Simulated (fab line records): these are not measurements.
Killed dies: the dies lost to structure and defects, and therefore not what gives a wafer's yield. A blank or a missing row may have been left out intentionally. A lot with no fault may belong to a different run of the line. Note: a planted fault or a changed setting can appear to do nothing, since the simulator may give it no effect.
Which tool is to blame?	flow rit cmos	42 wafers from 14 lots sampled at 5 of the route's 202 steps

WHAT THE GAUGES READ, wafer by wafer
RIT_CONTACT_THK_MEAS_01.
lot	measured	on	CONTACT_TEOS_THK (nm)
L392	day 3 09:58	film metro-02	393 391 401
L393	day 3 12:34	film metro-03	396 398 404
L394	day 3 17:40	film metro-02	392 395 397
L396	day 4 03:59	film metro-02	396 392 398
L397	day 4 08:52	film metro-02	395 399 398
L398	day 4 12:56	film metro-02	393 399 402
L399	day 4 18:13	film metro-03	395 403 402
L401	day 5 04:32	film metro-02	398 395 392
L403	day 5 15:46	film metro-02	403 405 406
L404	day 5 20:01	film metro-01	399 400 399
L407	day 6 10:54	film metro-03	401 405 399
L409	day 6 21:47	film metro-03	392 396 404
L412	day 7 11:14	film metro-01	403 404 406
L414	day 7 20:47	film metro-02	394 395 398

RIT_M1_RS_MEAS_01: a four-point-probe measurement.
lot	measured	on	M1_AL_RS (ohm/sq)
L392	day 3 12:28	film metro-04	0.0727 0.0717 0.0727
L393	day 3 15:28	film metro-02	0.0757 0.0754 0.0755
L394	day 3 20:17	film metro-04	0.0731 0.0730 0.0729
L396	day 4 06:38	film metro-02	0.0729 0.0726 0.0731
L397	day 4 11:28	film metro-03	0.0739 0.0739 0.0742
L398	day 4 15:55	film metro-03	0.0729 0.0730 0.0728
L399	day 4 20:43	film metro-04	0.0735 0.0736 0.0735
L401	day 5 07:12	film metro-04	0.0741 0.0742 0.0744
L403	day 5 18:17	film metro-02	0.0739 0.0732 0.0739
L404	day 5 22:32	film metro-03	0.0750 0.0747 0.0750
L407	day 6 13:42	film metro-03	0.0909 0.0914 0.0912
L409	day 7 00:23	film metro-02	0.0896 0.0908 0.0904
L412	day 7 13:44	film metro-03	0.0738 0.0737 0.0735
L414	day 7 23:16	film metro-04	0.0743 0.0749 0.0749

RIT_M1_THK_MEAS_02: measures by xrf.
lot	measured	on	M1_AL_THK (nm)
L392	day 3 12:34	film metro-04	399 406 401
L393	day 3 15:35	film metro-02	381 382 382
L394	day 3 20:25	film metro-04	400 401 399
L396	day 4 06:45	film metro-02	397 396 395
L397	day 4 11:35	film metro-03	395 395 391
L398	day 4 16:02	film metro-03	399 400 402
L399	day 4 20:50	film metro-04	397 396 397
L401	day 5 07:19	film metro-04	391 392 392
L403	day 5 18:23	film metro-02	389 394 389
L404	day 5 22:38	film metro-03	390 392 388
L407	day 6 13:49	film metro-03	336 333 334
L409	day 7 00:29	film metro-02	334 330 333
L412	day 7 13:51	film metro-03	395 394 396
L414	day 7 23:23	film metro-04	392 386 388

WHAT TOOL EACH LOT RAN ON (gives the tool, then ch and the chambers of the sampled wafers, and finally the start)
lot	RIT_SILICIDE_RTA_06	RIT_M1_SPUTTER_00
L392	rtp anneal-01 ch 0, day 3 09:48	pvd sputter-03, day 3 12:09
L393	rtp anneal-02 ch 0, day 3 12:27	pvd sputter-01, day 3 15:10
L394	rtp anneal-01 ch 0, day 3 17:33	pvd sputter-04, day 3 20:00
L396	rtp anneal-01 ch 0, day 4 03:52	pvd sputter-04, day 4 06:20
L397	rtp anneal-02 ch 0, day 4 08:45	pvd sputter-01, day 4 11:10
L398	rtp anneal-01 ch 0, day 4 12:49	pvd sputter-04, day 4 15:38
L399	rtp anneal-02 ch 0, day 4 18:04	pvd sputter-01, day 4 20:25
L401	rtp anneal-02 ch 0, day 5 04:26	pvd sputter-01, day 5 06:55
L403	rtp anneal-02 ch 0, day 5 15:37	pvd sputter-01, day 5 17:58
L404	rtp anneal-01 ch 0, day 5 19:55	pvd sputter-04, day 5 22:11
L407	rtp anneal-02 ch 0, day 6 10:47	pvd sputter-01, day 6 13:24
L409	rtp anneal-02 ch 0, day 6 21:40	pvd sputter-01, day 7 00:04
L412	rtp anneal-01 ch 0, day 7 11:07	pvd sputter-04, day 7 13:26
L414	rtp anneal-01 ch 0, day 7 20:40	pvd sputter-04, day 7 22:58
- RIT_SILICIDE_RTA_06: time 9.691 s, ramp up 5 s, ramp down 10 s.
- RIT_M1_SPUTTER_00: material Al, target thk 400 nm, time 500 s.

AS READ BY THE TOOLS THEMSELVES (means over the sampled wafers that have a number; for cases with no such wafer, the mark the record gives instead)
RIT_SILICIDE_RTA_06.
lot	tool	wafer_temp_C_max
L392	rtp anneal-01	751.7
L393	rtp anneal-02	754.6
L394	rtp anneal-01	752.2
L396	rtp anneal-01	751.9
L397	rtp anneal-02	755.1
L398	rtp anneal-01	752.3
L399	rtp anneal-02	753.9
L401	rtp anneal-02	754.4
L403	rtp anneal-02	754.3
L404	rtp anneal-01	752.1
L407	rtp anneal-02	753.8
L409	rtp anneal-02	753.9
L412	rtp anneal-01	752.0
L414	rtp anneal-01	752.4

RIT_M1_SPUTTER_00.
lot	tool	throttle valve pct (%)
L392	pvd sputter-03	30.2
L393	pvd sputter-01	30.7
L394	pvd sputter-04	29.4
L396	pvd sputter-04	29.3
L397	pvd sputter-01	30.4
L398	pvd sputter-04	30.0
L399	pvd sputter-01	30.5
L401	pvd sputter-01	30.4
L403	pvd sputter-01	30.5
L404	pvd sputter-04	30.4
L407	pvd sputter-01	30.2
L409	pvd sputter-01	30.5
L412	pvd sputter-04	29.9
L414	pvd sputter-04	28.6

THE ANSWER, worked out from the rows above alone
Rule: the usual values come from the lots themselves. Put in order of their means at a reading, lots are off if they are a third of the lots or fewer, leave a main group of 4 or more, and stand apart from it by a gap of 3 or more times the standard deviation of the main group's means; of several such gaps the widest counts. If all means in a main group match to the digits the tables above print for the reading, that group is not used. A lot without any number at a reading at which 4 lots or more have one is off too. Where the step has rows for the other lots, those lots are counted as sound. The gauges are gone through in route order, then the tools' own readings, and for those a lot's mean is taken as printed above. The first step at which some lot is off is used, and at that step the reading that is off furthest; a lot without a number counts as furthest.
Off: L407, L409, seen at RIT_M1_RS_MEAS_01 (M1_AL_RS). Mean 0.0738 ohm/sq and standard deviation 0.0009 in the main group.
A tool fits if, at a process step before that reading, it ran every lot that is off, and no sound lot after the first of them. Those tools and the gauges at RIT_M1_RS_MEAS_01 are tried in the same way. 2 tools fit, rtp anneal-02 at RIT_SILICIDE_RTA_06 and pvd sputter-01 at RIT_M1_SPUTTER_00, so this cannot tell which one it is.

WHAT THE SIMULATOR PUT IN
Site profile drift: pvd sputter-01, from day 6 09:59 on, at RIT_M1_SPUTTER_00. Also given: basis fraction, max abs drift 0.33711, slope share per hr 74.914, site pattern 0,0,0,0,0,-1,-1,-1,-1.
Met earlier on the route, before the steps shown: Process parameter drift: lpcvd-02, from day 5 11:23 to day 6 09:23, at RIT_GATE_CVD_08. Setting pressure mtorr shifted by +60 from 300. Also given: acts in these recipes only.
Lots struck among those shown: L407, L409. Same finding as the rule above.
